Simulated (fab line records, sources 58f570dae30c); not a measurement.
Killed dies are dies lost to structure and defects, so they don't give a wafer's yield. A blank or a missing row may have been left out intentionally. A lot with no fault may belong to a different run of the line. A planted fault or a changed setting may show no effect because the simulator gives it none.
Which tool was responsible? || flow berkeley cmos170 || 15 lots with 45 wafers sampled at 5 steps, on a route of 331 steps

== WHAT THE GAUGES SHOWED, per wafer ==
UCB170_PWELL_TW_MEAS_17. Usual: PWELL_TW gives 379.7 (standard deviation 1.6).
{"lot": "L177", "measured": "day 4 00:59", "on": "film metro-04", "PWELL_TW": "380.0 378.5 379.3", "flag": ""}
{"lot": "L178", "measured": "day 4 01:07", "on": "film metro-03", "PWELL_TW": "381.1 377.2 378.7", "flag": ""}
{"lot": "L179", "measured": "day 4 13:37", "on": "film metro-04", "PWELL_TW": "380.8 380.4 377.3", "flag": ""}
{"lot": "L181", "measured": "day 4 23:06", "on": "film metro-01", "PWELL_TW": "378.7 377.5 382.0", "flag": ""}
{"lot": "L180", "measured": "day 4 23:35", "on": "film metro-03", "PWELL_TW": "378.6 380.4 378.4", "flag": ""}
{"lot": "L182", "measured": "day 4 23:14", "on": "film metro-01", "PWELL_TW": "380.5 382.6 380.8", "flag": ""}
{"lot": "L186", "measured": "day 6 03:39", "on": "film metro-04", "PWELL_TW": "424.0 425.4 427.6 428.0 426.0 428.2", "flag": "OFF"}
{"lot": "L188", "measured": "day 6 04:13", "on": "film metro-03", "PWELL_TW": "423.1 424.9 423.6 423.1 426.2 423.1", "flag": "OFF"}
{"lot": "L192", "measured": "day 6 22:56", "on": "film metro-01", "PWELL_TW": "380.9 380.4 381.3", "flag": ""}
{"lot": "L190", "measured": "day 6 23:10", "on": "film metro-04", "PWELL_TW": "427.7 426.5 426.5 424.2 426.6 427.6", "flag": "OFF"}
{"lot": "L191", "measured": "day 6 22:41", "on": "film metro-04", "PWELL_TW": "380.7 380.8 378.3", "flag": ""}
{"lot": "L193", "measured": "day 7 06:40", "on": "film metro-01", "PWELL_TW": "381.0 381.4 381.4", "flag": ""}
{"lot": "L194", "measured": "day 7 18:07", "on": "film metro-01", "PWELL_TW": "380.5 380.0 377.6", "flag": ""}
{"lot": "L196", "measured": "day 7 19:04", "on": "film metro-01", "PWELL_TW": "380.0 379.0 378.4", "flag": ""}
{"lot": "L197", "measured": "day 8 04:25", "on": "film metro-01", "PWELL_TW": "381.9 379.5 380.9", "flag": ""}

UCB170_ACTIVE_THK_MEAS_03. Usual: ACTIVE_OXIDE_THK gives 26.3 nm (standard deviation 0.52).
{"lot": "L177", "measured": "day 5 08:38", "on": "film metro-02", "ACTIVE_OXIDE_THK (nm)": "26.2 25.8 25.7", "flag": ""}
{"lot": "L178", "measured": "day 5 08:39", "on": "film metro-03", "ACTIVE_OXIDE_THK (nm)": "25.9 26.6 26.2", "flag": ""}
{"lot": "L179", "measured": "day 5 17:29", "on": "film metro-03", "ACTIVE_OXIDE_THK (nm)": "26.8 26.3 26.4", "flag": ""}
{"lot": "L181", "measured": "day 6 00:25", "on": "film metro-02", "ACTIVE_OXIDE_THK (nm)": "26.9 26.9 27.1", "flag": ""}
{"lot": "L180", "measured": "day 6 00:25", "on": "film metro-03", "ACTIVE_OXIDE_THK (nm)": "27.2 27.3 27.0", "flag": ""}
{"lot": "L182", "measured": "day 6 00:27", "on": "film metro-04", "ACTIVE_OXIDE_THK (nm)": "27.5 27.5 27.6", "flag": ""}
{"lot": "L186", "measured": "day 7 07:00", "on": "film metro-02", "ACTIVE_OXIDE_THK (nm)": "26.5 26.3 26.8", "flag": ""}
{"lot": "L188", "measured": "day 7 07:04", "on": "film metro-02", "ACTIVE_OXIDE_THK (nm)": "26.1 26.1 26.6", "flag": ""}
{"lot": "L192", "measured": "day 7 23:32", "on": "film metro-02", "ACTIVE_OXIDE_THK (nm)": "25.6 25.9 26.3", "flag": ""}
{"lot": "L190", "measured": "day 7 23:31", "on": "film metro-04", "ACTIVE_OXIDE_THK (nm)": "26.4 26.1 26.2", "flag": ""}
{"lot": "L191", "measured": "day 7 23:35", "on": "film metro-04", "ACTIVE_OXIDE_THK (nm)": "25.6 26.0 26.0", "flag": ""}
{"lot": "L193", "measured": "day 8 10:18", "on": "film metro-04", "ACTIVE_OXIDE_THK (nm)": "25.6 25.8 26.1", "flag": ""}
{"lot": "L194", "measured": "day 8 20:16", "on": "film metro-04", "ACTIVE_OXIDE_THK (nm)": "26.0 25.6 26.0", "flag": ""}
{"lot": "L196", "measured": "day 8 20:17", "on": "film metro-02", "ACTIVE_OXIDE_THK (nm)": "26.5 26.8 26.7", "flag": ""}
{"lot": "L197", "measured": "day 9 06:16", "on": "film metro-02", "ACTIVE_OXIDE_THK (nm)": "26.6 26.7 26.3", "flag": ""}

UCB170_ACTIVE_THK_MEAS_06. Usual: ACTIVE_NITRIDE_THK gives 220.7 nm (standard deviation 1.8).
{"lot": "L177", "measured": "day 5 15:32", "on": "film metro-03", "ACTIVE_NITRIDE_THK (nm)": "221.2 222.5 220.6", "flag": ""}
{"lot": "L178", "measured": "day 5 15:34", "on": "film metro-04", "ACTIVE_NITRIDE_THK (nm)": "216.8 217.3 219.5", "flag": ""}
{"lot": "L179", "measured": "day 6 01:04", "on": "film metro-04", "ACTIVE_NITRIDE_THK (nm)": "219.4 218.3 218.7", "flag": ""}
{"lot": "L181", "measured": "day 6 09:13", "on": "film metro-04", "ACTIVE_NITRIDE_THK (nm)": "216.2 216.9 218.7", "flag": ""}
{"lot": "L180", "measured": "day 6 09:14", "on": "film metro-02", "ACTIVE_NITRIDE_THK (nm)": "217.3 220.9 219.8", "flag": ""}
{"lot": "L182", "measured": "day 6 09:12", "on": "film metro-03", "ACTIVE_NITRIDE_THK (nm)": "217.5 220.9 219.6", "flag": ""}
{"lot": "L186", "measured": "day 7 14:56", "on": "film metro-04", "ACTIVE_NITRIDE_THK (nm)": "221.6 222.9 222.2", "flag": ""}
{"lot": "L188", "measured": "day 7 14:56", "on": "film metro-02", "ACTIVE_NITRIDE_THK (nm)": "219.5 219.6 217.5", "flag": ""}
{"lot": "L192", "measured": "day 8 07:58", "on": "film metro-04", "ACTIVE_NITRIDE_THK (nm)": "221.1 223.1 222.9", "flag": ""}
{"lot": "L190", "measured": "day 8 07:58", "on": "film metro-02", "ACTIVE_NITRIDE_THK (nm)": "222.8 222.2 223.2", "flag": ""}
{"lot": "L191", "measured": "day 8 08:01", "on": "film metro-04", "ACTIVE_NITRIDE_THK (nm)": "221.9 221.3 221.2", "flag": ""}
{"lot": "L193", "measured": "day 8 17:28", "on": "film metro-04", "ACTIVE_NITRIDE_THK (nm)": "221.8 222.5 222.8", "flag": ""}
{"lot": "L194", "measured": "day 9 02:05", "on": "film metro-02", "ACTIVE_NITRIDE_THK (nm)": "222.8 220.8 223.5", "flag": ""}
{"lot": "L196", "measured": "day 9 02:09", "on": "film metro-04", "ACTIVE_NITRIDE_THK (nm)": "219.7 217.7 217.7", "flag": ""}
{"lot": "L197", "measured": "day 9 12:00", "on": "film metro-04", "ACTIVE_NITRIDE_THK (nm)": "220.2 220.6 221.9", "flag": ""}

== TOOL THAT RAN EACH LOT (tool first, then ch and the chambers of the sampled wafers, then the start) ==
{"lot": "L177", "UCB170_NWELL_ETCH_13": "rie diel-03 ch 0,3, day 3 05:46", "UCB170_PWELL_IMPLANT_15": "implanter-01 ch 0, day 4 00:44"}
{"lot": "L178", "UCB170_NWELL_ETCH_13": "rie diel-01 ch 1,2, day 3 05:59", "UCB170_PWELL_IMPLANT_15": "implanter-04 ch 0, day 4 00:54"}
{"lot": "L179", "UCB170_NWELL_ETCH_13": "rie diel-01 ch 2,3, day 3 13:55", "UCB170_PWELL_IMPLANT_15": "implanter-01 ch 0, day 4 13:22"}
{"lot": "L181", "UCB170_NWELL_ETCH_13": "rie diel-04 ch 0,1,3, day 3 22:13", "UCB170_PWELL_IMPLANT_15": "implanter-01 ch 0, day 4 22:53"}
{"lot": "L180", "UCB170_NWELL_ETCH_13": "rie diel-01 ch 1,3, day 3 22:24", "UCB170_PWELL_IMPLANT_15": "implanter-03 ch 0, day 4 23:22"}
{"lot": "L182", "UCB170_NWELL_ETCH_13": "rie diel-04 ch 0,1,2, day 4 03:55", "UCB170_PWELL_IMPLANT_15": "implanter-04 ch 0, day 4 22:59"}
{"lot": "L186", "UCB170_NWELL_ETCH_13": "rie diel-03 ch 2,3, day 5 06:31", "UCB170_PWELL_IMPLANT_15": "implanter-03 ch 0, day 6 03:24"}
{"lot": "L188", "UCB170_NWELL_ETCH_13": "rie diel-04 ch 0,1,3, day 5 07:42", "UCB170_PWELL_IMPLANT_15": "implanter-03 ch 0, day 6 03:59"}
{"lot": "L192", "UCB170_NWELL_ETCH_13": "rie diel-01 ch 0,1,3, day 6 01:24", "UCB170_PWELL_IMPLANT_15": "implanter-01 ch 0, day 6 22:43"}
{"lot": "L190", "UCB170_NWELL_ETCH_13": "rie diel-03 ch 2,3, day 6 01:41", "UCB170_PWELL_IMPLANT_15": "implanter-03 ch 0, day 6 22:56"}
{"lot": "L191", "UCB170_NWELL_ETCH_13": "rie diel-04 ch 0,3, day 6 01:56", "UCB170_PWELL_IMPLANT_15": "implanter-04 ch 0, day 6 22:28"}
{"lot": "L193", "UCB170_NWELL_ETCH_13": "rie diel-03 ch 0,2,3, day 6 11:25", "UCB170_PWELL_IMPLANT_15": "implanter-01 ch 0, day 7 06:25"}
{"lot": "L194", "UCB170_NWELL_ETCH_13": "rie diel-04 ch 0,1, day 6 19:31", "UCB170_PWELL_IMPLANT_15": "implanter-04 ch 0, day 7 17:52"}
{"lot": "L196", "UCB170_NWELL_ETCH_13": "rie diel-01 ch 1,2,3, day 6 19:47", "UCB170_PWELL_IMPLANT_15": "implanter-01 ch 0, day 7 18:49"}
{"lot": "L197", "UCB170_NWELL_ETCH_13": "rie diel-03 ch 0,2, day 7 08:02", "UCB170_PWELL_IMPLANT_15": "implanter-01 ch 0, day 8 04:12"}
- UCB170_NWELL_ETCH_13: etches Si3N4 in CH3F/Ar/O2, stops on SiO2, target depth 246.4 nm, time 154 s.
- UCB170_PWELL_IMPLANT_15

== AS READ BY THE TOOLS THEMSELVES (means over the sampled wafers that have a number; for cases with no such wafer, the mark the record gives instead) ==
UCB170_NWELL_ETCH_13. Usual: drypump motor current A 5.7 A, standard deviation 0.48; oes product au 0.946 a.u., standard deviation 0.017; throttle valve pct 8.06 %, standard deviation 0.11.
{"lot": "L177", "tool": "rie diel-03", "drypump motor current A (A)": 5.9, "oes product au (a.u.)": 0.933, "throttle valve pct (%)": 8.13, "flag": ""}
{"lot": "L178", "tool": "rie diel-01", "drypump motor current A (A)": 5.6, "oes product au (a.u.)": 0.941, "throttle valve pct (%)": 8.03, "flag": ""}
{"lot": "L179", "tool": "rie diel-01", "drypump motor current A (A)": 5.7, "oes product au (a.u.)": 0.970, "throttle valve pct (%)": 8.05, "flag": ""}
{"lot": "L181", "tool": "rie diel-04", "drypump motor current A (A)": 5.3, "oes product au (a.u.)": 0.944, "throttle valve pct (%)": 8.11, "flag": ""}
{"lot": "L180", "tool": "rie diel-01", "drypump motor current A (A)": 5.4, "oes product au (a.u.)": 0.965, "throttle valve pct (%)": 8.02, "flag": ""}
{"lot": "L182", "tool": "rie diel-04", "drypump motor current A (A)": 5.6, "oes product au (a.u.)": 0.947, "throttle valve pct (%)": 7.97, "flag": ""}
{"lot": "L186", "tool": "rie diel-03", "drypump motor current A (A)": 6.1, "oes product au (a.u.)": 0.949, "throttle valve pct (%)": 8.14, "flag": ""}
{"lot": "L188", "tool": "rie diel-04", "drypump motor current A (A)": 5.3, "oes product au (a.u.)": 0.940, "throttle valve pct (%)": 8.11, "flag": ""}
{"lot": "L192", "tool": "rie diel-01", "drypump motor current A (A)": 5.5, "oes product au (a.u.)": 0.947, "throttle valve pct (%)": 8.00, "flag": ""}
{"lot": "L190", "tool": "rie diel-03", "drypump motor current A (A)": 6.1, "oes product au (a.u.)": 0.957, "throttle valve pct (%)": 8.15, "flag": ""}
{"lot": "L191", "tool": "rie diel-04", "drypump motor current A (A)": 5.3, "oes product au (a.u.)": 0.952, "throttle valve pct (%)": 8.12, "flag": ""}
{"lot": "L193", "tool": "rie diel-03", "drypump motor current A (A)": 6.0, "oes product au (a.u.)": 0.935, "throttle valve pct (%)": 8.14, "flag": ""}
{"lot": "L194", "tool": "rie diel-04", "drypump motor current A (A)": 5.4, "oes product au (a.u.)": 0.930, "throttle valve pct (%)": 8.10, "flag": ""}
{"lot": "L196", "tool": "rie diel-01", "drypump motor current A (A)": 5.6, "oes product au (a.u.)": 0.952, "throttle valve pct (%)": 8.03, "flag": ""}
{"lot": "L197", "tool": "rie diel-03", "drypump motor current A (A)": 6.5, "oes product au (a.u.)": 0.949, "throttle valve pct (%)": 8.19, "flag": ""}

UCB170_PWELL_IMPLANT_15. Usual: dose ions cm2 5e+12, standard deviation 5e+09; faraday current uA 15.9, standard deviation 0.3; tilt deg 7.003 degrees, standard deviation 0.02.
{"lot": "L177", "tool": "implanter-01", "dose ions cm2": 5e+12, "faraday current uA": 15.9, "tilt deg (degrees)": 7.020, "flag": ""}
{"lot": "L178", "tool": "implanter-04", "dose ions cm2": 5e+12, "faraday current uA": 16.1, "tilt deg (degrees)": 6.996, "flag": ""}
{"lot": "L179", "tool": "implanter-01", "dose ions cm2": 5e+12, "faraday current uA": 15.9, "tilt deg (degrees)": 6.999, "flag": ""}
{"lot": "L181", "tool": "implanter-01", "dose ions cm2": 5e+12, "faraday current uA": 15.9, "tilt deg (degrees)": 6.978, "flag": ""}
{"lot": "L180", "tool": "implanter-03", "dose ions cm2": 5e+12, "faraday current uA": 15.8, "tilt deg (degrees)": 6.996, "flag": ""}
{"lot": "L182", "tool": "implanter-04", "dose ions cm2": 5e+12, "faraday current uA": 15.7, "tilt deg (degrees)": 6.981, "flag": ""}
{"lot": "L186", "tool": "implanter-03", "dose ions cm2": 7e+12, "faraday current uA": 23.2, "tilt deg (degrees)": 7.031, "flag": "OFF"}
{"lot": "L188", "tool": "implanter-03", "dose ions cm2": 7e+12, "faraday current uA": 23.1, "tilt deg (degrees)": 6.987, "flag": "OFF"}
{"lot": "L192", "tool": "implanter-01", "dose ions cm2": 5e+12, "faraday current uA": 15.9, "tilt deg (degrees)": 7.001, "flag": ""}
{"lot": "L190", "tool": "implanter-03", "dose ions cm2": 7e+12, "faraday current uA": 23.4, "tilt deg (degrees)": 6.984, "flag": "OFF"}
{"lot": "L191", "tool": "implanter-04", "dose ions cm2": 5e+12, "faraday current uA": 15.9, "tilt deg (degrees)": 7.008, "flag": ""}
{"lot": "L193", "tool": "implanter-01", "dose ions cm2": 5e+12, "faraday current uA": 15.8, "tilt deg (degrees)": 6.996, "flag": ""}
{"lot": "L194", "tool": "implanter-04", "dose ions cm2": 5e+12, "faraday current uA": 15.3, "tilt deg (degrees)": 7.012, "flag": ""}
{"lot": "L196", "tool": "implanter-01", "dose ions cm2": 5e+12, "faraday current uA": 15.9, "tilt deg (degrees)": 7.003, "flag": ""}
{"lot": "L197", "tool": "implanter-01", "dose ions cm2": 5e+12, "faraday current uA": 16.2, "tilt deg (degrees)": 7.006, "flag": ""}

== THE ANSWER, worked out from the rows above alone ==
Rule: lot off if the mean of its wafers having a number is beyond 3 standard deviations from the usual mean. Also off: a lot with no number at a reading for which 4 or more lots have one. The other lots that the step has rows for count as sound. The gauges are gone through in route order, then the tools' own readings, and for those a lot's mean is taken as printed above. At the first step where some lot is off, the reading lying furthest off is the one used; lots without a number count as furthest.
Off: at UCB170_PWELL_TW_MEAS_17 (PWELL_TW), L186, L188, L190.
If a tool, at a process step before that reading, ran all the lots that are off and no sound lot after the first of them, it fits. Not tried: the gauges at UCB170_PWELL_TW_MEAS_17; whatever is off there is also off at UCB170_PWELL_IMPLANT_15, on other tools, and gauge error can't account for it. One fits: UCB170_PWELL_IMPLANT_15 on implanter-03. A fault onset in the window from L180 (day 4 23:22, its last sound lot) to L186 (day 6 03:24, its first lot off) fits.
The tool's own readings at UCB170_PWELL_IMPLANT_15 bear it out: on the lots that are off they differ by more than 5 times the standard deviation of the sound lots' means. dose ions cm2 reads 7e+12 there against 5e+12 on the sound lots; faraday current uA reads 23.2 there against 15.9 on the sound lots.

== WHAT THE SIMULATOR HAD INSERTED ==
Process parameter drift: implanter-03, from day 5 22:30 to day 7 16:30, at UCB170_PWELL_IMPLANT_15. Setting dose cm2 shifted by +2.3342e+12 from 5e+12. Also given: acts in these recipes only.
Struck lots among those shown: L186, L188, L190. This agrees with what the rule above found.
